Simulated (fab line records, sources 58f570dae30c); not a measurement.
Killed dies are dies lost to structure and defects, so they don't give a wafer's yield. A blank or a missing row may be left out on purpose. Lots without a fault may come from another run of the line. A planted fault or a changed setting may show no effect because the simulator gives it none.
Which tool did it? | flow berkeley_cmos170 | 7 lots, 21 wafers sampled, at 1 step of a route of 331

WHAT THE GAUGES READ, wafer by wafer
UCB170_CONTACT_CD_MEAS_15: target cd 700 nm.
lot  | measured     | on        | cd_nm (nm)
L280 | day 9 02:55  | cd_sem-01 | 698.6 697.6 697.1
L282 | day 9 13:35  | cd_sem-02 | 698.9 700.3 698.7
L287 | day 10 04:31 | cd_sem-01 | 701.1 700.6 699.5
L288 | day 10 13:07 | cd_sem-01 | 701.1 700.0 700.2
L291 | day 11 01:38 | cd_sem-02 | 700.7 699.6 697.9
L297 | day 11 19:01 | cd_sem-01 | 699.3 701.8 701.0
L301 | day 12 19:32 | cd_sem-01 | 699.5 699.5 700.1

WHICH TOOL RAN EACH LOT (tool, then ch and the chambers of the sampled wafers, then the start)
The record holds no process step before these readings.

THE ANSWER, worked out from the rows above alone
Rule: what is usual is taken from the lots themselves. Put in order of their means at a reading, lots are off if they are a third of the lots or fewer, leave a main group of 4 or more, and stand apart from it by a gap of 3 or more times the standard deviation of the main group's means; of several such gaps the widest counts. A main group whose means are all the same, to the digits that the tables above print for the reading, isn't used. A lot without any number at a reading at which 4 lots or more have one is off too. The other lots that the step has rows for count as sound.
No lot is off at any reading shown: from this, nothing can be told.

WHAT THE SIMULATOR HAD PUT IN
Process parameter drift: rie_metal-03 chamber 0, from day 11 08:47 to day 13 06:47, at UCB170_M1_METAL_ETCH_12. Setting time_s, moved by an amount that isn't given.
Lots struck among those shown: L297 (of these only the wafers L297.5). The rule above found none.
